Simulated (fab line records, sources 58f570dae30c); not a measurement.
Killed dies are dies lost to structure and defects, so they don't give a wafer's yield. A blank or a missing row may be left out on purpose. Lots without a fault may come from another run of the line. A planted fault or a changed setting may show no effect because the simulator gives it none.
fab line records | flow berkeley_cmos170
record lots=6 wafers=18 last_day=11
route steps=331 shown M2@273
lots that met no fault: from a run of the same line without faults
start_h: hours from the record's first day to the start of the lot's first wafer shown | wait_h: hours since the lot's step before | " the same as in the row above | L1.1+2: a row that stands for several wafers | - no value, or no start given | * or withheld: withheld | < > ~ a bound
route shown NAME@n: a module of which the file shows steps, and the number in the route of the first | usual: mean/standard deviation of fault-free wafers | same: alike in all rows | chamber/n: place in a boat | sites: the reading at each site | _std_site: their standard deviation | _edge_site: outer sites' mean less inner sites' | radius_mm: how far each site lies from the wafer's centre | mask NAME#n: copy n | behind: the tool/chamber that last shaped the wafer | hold: why the lot was held/for how many hours/how that ended | device: the transistor (n, p or np) that didn't switch | end of line: the same wafers' tests at the end of the route | a step without rows: its recipe alone | killed: dies lost to structure and defects at the first sort, not the wafer's yield | map: a wafer's dies, x killed, . not, _ none there
set.NAME: the setting as run; set.NAME@STEP: as run at that earlier step | model.NAME: the simulator's own value behind a step, which no gauge read
lots at some steps of the route; a table a step, a row a wafer
services: from which hour (start_h, from the record's first day; less than 0 if before it) a tool's chamber was out of use, for how many hours, and why
## steps
# step UCB170_M2_RS_MEAS_02
# recipe thk_meas_gauge=four-point-probe reads=Al_of_M2_SPUTTER_01
# usual M2_AL_RS=0.0322/0.00036
# columns lot.wafer tool chamber start_h wait_h M2_AL_RS[ohm/sq]
L221.1 film_metro-04 - 180.81 0.0 0.0321
L221.5 " - " " 0.0325
L221.6 " - " " 0.0327
L220.2 film_metro-02 - 184.45 0.1 0.0316
L220.3 " - " " 0.0321
L220.4 " - " " 0.0320
L225.2 film_metro-03 - 206.62 0.1 0.0318
L225.3 " - " " 0.0319
L225.5 " - " " 0.0318
L226.2 film_metro-03 - 206.98 0.1 0.0320
L226.3 " - " " 0.0321
L226.6 " - " " 0.0321
L232.1 film_metro-03 - 229.70 0.0 0.0326
L232.4 " - " " 0.0325
L232.6 " - " " 0.0326
L235.1 film_metro-02 - 258.40 0.0 0.0320
L235.2 " - " " 0.0322
L235.5 " - " " 0.0319
# step UCB170_M2_THK_MEAS_03
# recipe thk_meas_gauge=xrf reads=Al_of_M2_SPUTTER_01
# usual M2_AL_THK=882/10
# columns lot.wafer tool chamber start_h wait_h M2_AL_THK[nm]
L221.1 film_metro-04 - 180.93 0.1 888
L221.5 " - " " 883
L221.6 " - " " 866
L220.2 film_metro-02 - 184.56 0.1 894
L220.3 " - " " 886
L220.4 " - " " 883
L225.2 film_metro-03 - 206.73 0.1 885
L225.3 " - " " 888
L225.5 " - " " 893
L226.2 film_metro-03 - 207.09 0.1 883
L226.3 " - " " 877
L226.6 " - " " 881
L232.1 film_metro-03 - 229.82 0.1 876
L232.4 " - " " 872
L232.6 " - " " 865
L235.1 film_metro-02 - 258.52 0.1 890
L235.2 " - " " 879
L235.5 " - " " 887
# step UCB170_M2_HMDS_04
# recipe prime_time_s=60 prime_temp_c=100
# step UCB170_M2_COAT_05
# recipe resist=KrF spin_rpm=1500 resist_thk_nm=900
# step UCB170_M2_SOFTBAKE_06
# recipe resist=KrF temp_c=130 time_s=60
# step UCB170_M2_STRIP_07
# recipe chemistry=O2 power_w=400 pressure_mtorr=3500 platen_temp_c=withheld o2_flow_sccm=400 overash_fraction=0.5
# usual drypump_motor_current_A=6.1/0.36 oes_product_au=0.735/0.0046 strip_time_to_endpoint_s=21.98/0.072
# columns lot.wafer tool chamber start_h wait_h drypump_motor_current_A oes_product_au rf_hours_counter_h strip_time_to_endpoint_s
L221.1 plasma_asher-01 1 182.62 0.1 5.9 0.743 51 22.02
L221.5 " 1 " " 5.9 0.733 - 22.00
L221.6 " 0 " " 6.2 0.738 - 22.04
L220.2 plasma_asher-04 0 185.45 0.1 6.1 0.739 41 21.97
L220.3 " 0 " " 6.0 0.732 - 21.93
L220.4 " 1 " " 6.6 0.734 - 21.89
L225.2 plasma_asher-02 0 207.23 0.1 6.4 0.731 12 22.00
L225.3 " 0 " " 6.3 0.738 - 22.09
L225.5 " 0 " " 6.4 0.746 - 21.89
L226.2 plasma_asher-04 0 207.59 0.1 6.1 0.733 44 21.90
L226.3 " 1 " " 6.6 0.731 - 21.99
L226.6 " 0 " " 6.1 0.736 - 21.91
L232.1 plasma_asher-01 1 230.67 0.1 5.9 0.732 56 21.98
L232.4 " 1 " " 5.9 0.740 - 22.02
L232.6 " 1 " " 5.9 0.738 - 22.05
L235.1 plasma_asher-02 0 259.04 0.1 6.4 0.737 18 21.97
L235.2 " 1 " " 5.5 0.734 18 22.05
L235.5 " 1 " " 5.5 0.735 - 21.97
# step UCB170_M2_STRIP_08
# recipe chemistry=DMSO temp_c=80 time_s=600 material=KrF
# step UCB170_M2_COAT_09
# recipe resist=BARC temp_c=withheld time_s=withheld spin_rpm=3000 resist_thk_nm=withheld
# step UCB170_M2_COAT_10
# recipe resist=KrF spin_rpm=1500 resist_thk_nm=900
# step UCB170_M2_SOFTBAKE_11
# recipe resist=KrF temp_c=130 time_s=60
# step UCB170_M2_EXPOSE_12
# recipe mask_id=METAL2 target_cd_nm=700 na=0.5 sigma_outer=0.6 source_shape=conventional dose_mj=26
# step UCB170_M2_PEB_13
# recipe peb_temp_c=130 peb_time_s=withheld resist=KrF
# step UCB170_M2_DEVELOP_14
# recipe developer=TMAH develop_time_s=45 resist=KrF dev_temp_c=21
# usual chill_plate_temp_C=22.98/0.11 develop_time_s=45/0 exhaust_pa=45.1/0.8
# columns lot.wafer tool chamber start_h wait_h chill_plate_temp_C develop_time_s exhaust_pa model.KrF_of_M2_COAT_10.thk_nm
L221.1 litho_track-01 0 184 - 23.03 45 44.7 887.6
L221.5 " 0 " " 23.07 45 45.8 886.7
L221.6 " 0 " " 23.15 45 44.6 887
L220.2 litho_track-01 0 186 - 23.08 45 44.1 886.2
L220.3 " 0 " " 22.97 45 45.7 886.5
L220.4 " 0 " " 23.01 45 44.7 885.3
L225.2 litho_track-02 - 208 - - - - 899.6
L225.3 " - " " - - - 896.4
L225.5 " - " " - - - 896.5
L226.2 litho_track-01 - 208 - - - - 896.9
L226.3 " - " " - - - 897.7
L226.6 " - " " - - - 897
L232.1 litho_track-01 0 232 - 22.78 45 42.9 883.1
L232.4 " 0 233 - 23.00 45 44.9 883.6
L232.6 " 0 " " 22.90 45 46.0 883.6
L235.1 litho_track-02 0 260 - 23.13 45 45.5 886.8
L235.2 " 0 " " 23.23 45 46.1 888
L235.5 " 0 " " 23.02 45 44.8 888.7
# step UCB170_M2_CD_MEAS_15
# recipe target_cd_nm=700
# usual cd_nm=700.0/1.2
# columns lot.wafer tool chamber start_h wait_h cd_nm
L221.1 cd_sem-01 - 185.00 - 699.3
L221.5 " - " " 700.6
L221.6 " - " " 700.6
L220.2 cd_sem-02 - 186.59 - 700.8
L220.3 " - " " 700.3
L220.4 " - " " 701.0
L225.2 cd_sem-02 - 208.36 - -
L225.3 " - " " -
L225.5 " - " " -
L226.2 cd_sem-02 - 208.88 - -
L226.3 " - " " -
L226.6 " - " " -
L232.1 cd_sem-01 - 233.12 - 701.5
L232.4 " - " " 701.6
L232.6 " - " " 700.6
L235.1 cd_sem-01 - 260.40 - 699.8
L235.2 " - " " 699.3
L235.5 " - " " 700.0
## services
# columns tool chamber start_h hours kind
plasma_asher-04 - 255.09 1.0 repair
plasma_asher-01 - 257.07 2.8 pm
## key
first_sign step=UCB170_M2_DEVELOP_14 reading=tool_record direction=missing
effect none on later readings
model_effect step=UCB170_M2_DEVELOP_14 value=KrF_of_M2_COAT_10.thk_nm without=883.2 struck=897.4
met_at UCB170_M2_DEVELOP_14
struck_wafers L225.2,L225.3,L225.5,L226.2,L226.3,L226.6
later_rows_left_out L225.2,L225.3,L225.5,L226.2,L226.3,L226.6
sort_left_out L225.2,L225.3,L225.5,L226.2,L226.3,L226.6
onset_between 186 208
fault kind=skipped_step_whole tool=litho_track-01,litho_track-02 chamber=- onset_h=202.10 steps=UCB170_M2_DEVELOP_14 scope=struck_lots_only
# sort_left_out: the simulated sort isn't trusted on such a fault, so these wafers' sort isn't shown, and their yield isn't known
# later_rows_left_out: the simulator's readings of these wafers behind a module that went badly wrong aren't trusted and aren't shown, but for the sort
